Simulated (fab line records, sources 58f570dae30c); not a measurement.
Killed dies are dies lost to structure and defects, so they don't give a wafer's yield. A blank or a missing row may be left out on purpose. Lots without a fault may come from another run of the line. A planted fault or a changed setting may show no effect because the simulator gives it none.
Which tool did it? | flow berkeley_cmos170 | 15 lots, 45 wafers sampled, at 4 steps of a route of 331

WHAT THE GAUGES READ, wafer by wafer
UCB170_PWELL_TW_MEAS_17.
lot  | measured    | on            | PWELL_TW
L241 | day 3 15:16 | film_metro-04 | 379.4 379.8 377.6
L243 | day 3 22:17 | film_metro-04 | 382.2 379.8 379.2
L242 | day 4 00:44 | film_metro-01 | 380.1 380.3 379.4
L244 | day 4 17:37 | film_metro-01 | 378.8 381.1 379.5
L248 | day 4 17:58 | film_metro-04 | 378.2 380.5 378.3
L249 | day 4 18:32 | film_metro-04 | 381.2 381.3 380.5
L247 | day 4 22:44 | film_metro-02 | 375.9 374.4 376.0
L251 | day 5 07:38 | film_metro-04 | 380.4 382.6 380.6
L252 | day 5 19:40 | film_metro-01 | 379.8 380.7 380.2
L253 | day 5 23:19 | film_metro-01 | 377.9 377.0 378.4
L256 | day 6 10:38 | film_metro-01 | 382.8 379.8 382.0
L257 | day 6 21:32 | film_metro-04 | 380.9 381.8 379.9
L260 | day 7 10:05 | film_metro-04 | 383.5 378.1 378.3
L261 | day 7 21:25 | film_metro-04 | 380.2 383.4 381.0
L263 | day 8 04:29 | film_metro-01 | 381.2 379.6 380.3

UCB170_PFIELD_TW_MEAS_09.
lot  | measured    | on            | PFIELD_TW
L241 | day 5 00:25 | film_metro-03 | 601.0 602.0 604.9
L243 | day 5 16:28 | film_metro-01 | 604.5 603.6 603.0
L242 | day 5 16:34 | film_metro-03 | 604.0 603.0 602.2
L244 | day 6 12:57 | film_metro-01 | 601.5 602.1 603.6
L248 | day 6 12:35 | film_metro-01 | 602.5 603.0 604.8
L249 | day 6 12:52 | film_metro-03 | 601.1 602.1 602.2
L247 | day 6 15:06 | film_metro-01 | 603.4 604.2 600.4
L251 | day 6 23:35 | film_metro-01 | 672.5 674.5 670.8
L252 | day 7 08:48 | film_metro-03 | 600.0 598.8 601.0
L253 | day 7 07:47 | film_metro-03 | 669.3 672.8 669.6
L256 | day 7 19:17 | film_metro-04 | 676.4 674.7 674.0
L257 | day 8 11:16 | film_metro-04 | 600.8 598.8 597.1
L260 | day 8 20:21 | film_metro-04 | 598.0 600.9 603.2
L261 | day 9 09:10 | film_metro-04 | 605.5 604.1 607.2
L263 | day 9 19:04 | film_metro-04 | 606.8 605.7 606.4

UCB170_FIELD_THK_MEAS_90.
lot  | measured     | on            | FIELD_OXIDE_LEFT_1_THK (nm)
L241 | day 5 16:41  | film_metro-01 | 452 451 451
L243 | day 6 12:04  | film_metro-01 | 448 455 462
L242 | day 6 12:04  | film_metro-02 | 445 455 444
L244 | day 7 05:17  | film_metro-04 | 455 450 459
L248 | day 7 05:14  | film_metro-01 | 452 467 457
L249 | day 7 05:19  | film_metro-01 | 456 449 451
L247 | day 7 05:17  | film_metro-02 | 458 459 460
L251 | day 7 13:46  | film_metro-04 | 442 450 440
L252 | day 8 01:38  | film_metro-01 | 437 445 445
L253 | day 8 01:37  | film_metro-04 | 465 455 452
L256 | day 8 12:14  | film_metro-01 | 463 453 457
L257 | day 9 03:49  | film_metro-02 | 467 455 461
L260 | day 9 12:52  | film_metro-01 | 436 434 434
L261 | day 10 00:50 | film_metro-02 | 445 441 443
L263 | day 10 14:07 | film_metro-04 | 439 437 441

WHICH TOOL RAN EACH LOT (tool, then ch and the chambers of the sampled wafers, then the start)
lot  | UCB170_PFIELD_IMPLANT_07
L241 | implanter-01 ch 0, day 5 00:11
L243 | implanter-04 ch 0, day 5 16:14
L242 | implanter-01 ch 0, day 5 16:20
L244 | implanter-01 ch 0, day 6 12:38
L248 | implanter-01 ch 0, day 6 12:21
L249 | implanter-04 ch 0, day 6 12:39
L247 | implanter-04 ch 0, day 6 14:51
L251 | implanter-04 ch 0, day 6 23:20
L252 | implanter-01 ch 0, day 7 08:34
L253 | implanter-04 ch 0, day 7 07:32
L256 | implanter-04 ch 0, day 7 19:04
L257 | implanter-02 ch 0, day 8 11:01
L260 | implanter-01 ch 0, day 8 20:06
L261 | implanter-01 ch 0, day 9 08:55
L263 | implanter-01 ch 0, day 9 18:50
- UCB170_PFIELD_IMPLANT_07

WHAT THE TOOLS THEMSELVES READ (means of the sampled wafers that have a number; where no wafer has one, the mark that the record gives instead)
UCB170_PFIELD_IMPLANT_07.
lot  | tool         | dose_ions_cm2 | faraday_current_uA
L241 | implanter-01 | 1.9982e+13    | 63.1
L243 | implanter-04 | 2.0005e+13    | 62.6
L242 | implanter-01 | 2.0002e+13    | 63.4
L244 | implanter-01 | 1.9967e+13    | 64.3
L248 | implanter-01 | 2.0006e+13    | 63.3
L249 | implanter-04 | 1.9997e+13    | 62.9
L247 | implanter-04 | 2.0017e+13    | 63.5
L251 | implanter-04 | 2.8412e+13    | 91.6
L252 | implanter-01 | 1.9998e+13    | 62.5
L253 | implanter-04 | 2.8396e+13    | 89.5
L256 | implanter-04 | 2.8360e+13    | 89.6
L257 | implanter-02 | 2.0030e+13    | 64.6
L260 | implanter-01 | 1.9991e+13    | 62.7
L261 | implanter-01 | 2.0015e+13    | 63.8
L263 | implanter-01 | 1.9993e+13    | 64.6

THE ANSWER, worked out from the rows above alone
Rule: what is usual is taken from the lots themselves. Put in order of their means at a reading, lots are off if they are a third of the lots or fewer, leave a main group of 4 or more, and stand apart from it by a gap of 3 or more times the standard deviation of the main group's means; of several such gaps the widest counts. A main group whose means are all the same, to the digits that the tables above print for the reading, isn't used. A lot without any number at a reading at which 4 lots or more have one is off too. The other lots that the step has rows for count as sound. The gauges are gone through in route order, then the tools' own readings, and for those a lot's mean is taken as printed above. The first step at which some lot is off is used, and at that step the reading that is off furthest; a lot without a number counts as furthest.
Off: L251, L253, L256, at UCB170_PFIELD_TW_MEAS_09 (PFIELD_TW). The main group: mean 602.6, standard deviation 2.
A tool fits if, at a process step before that reading, it ran every lot that is off, and no sound lot after the first of them. The gauges at UCB170_PFIELD_TW_MEAS_09 aren't tried: what is off there is off at UCB170_PFIELD_IMPLANT_07 too, on other tools, and a gauge's error can't cause that. One fits: implanter-04 at UCB170_PFIELD_IMPLANT_07. Its last sound lot is L247 (day 6 14:51), its first lot that is off L251 (day 6 23:20): a fault that began between those two fits.
The tool's own readings at UCB170_PFIELD_IMPLANT_07 bear it out: on the lots that are off they differ by more than 5 times the standard deviation of the sound lots' means. dose_ions_cm2 reads 2.8389e+13 there against 2.0000e+13 on the sound lots; faraday_current_uA reads 90.2 there against 63.4 on the sound lots.

WHAT THE SIMULATOR HAD PUT IN
Process parameter drift: implanter-04, from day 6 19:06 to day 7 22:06, at UCB170_PFIELD_IMPLANT_07. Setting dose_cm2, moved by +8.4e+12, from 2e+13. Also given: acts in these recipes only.
Lots struck among those shown: L251, L253, L256. The rule above found the same.
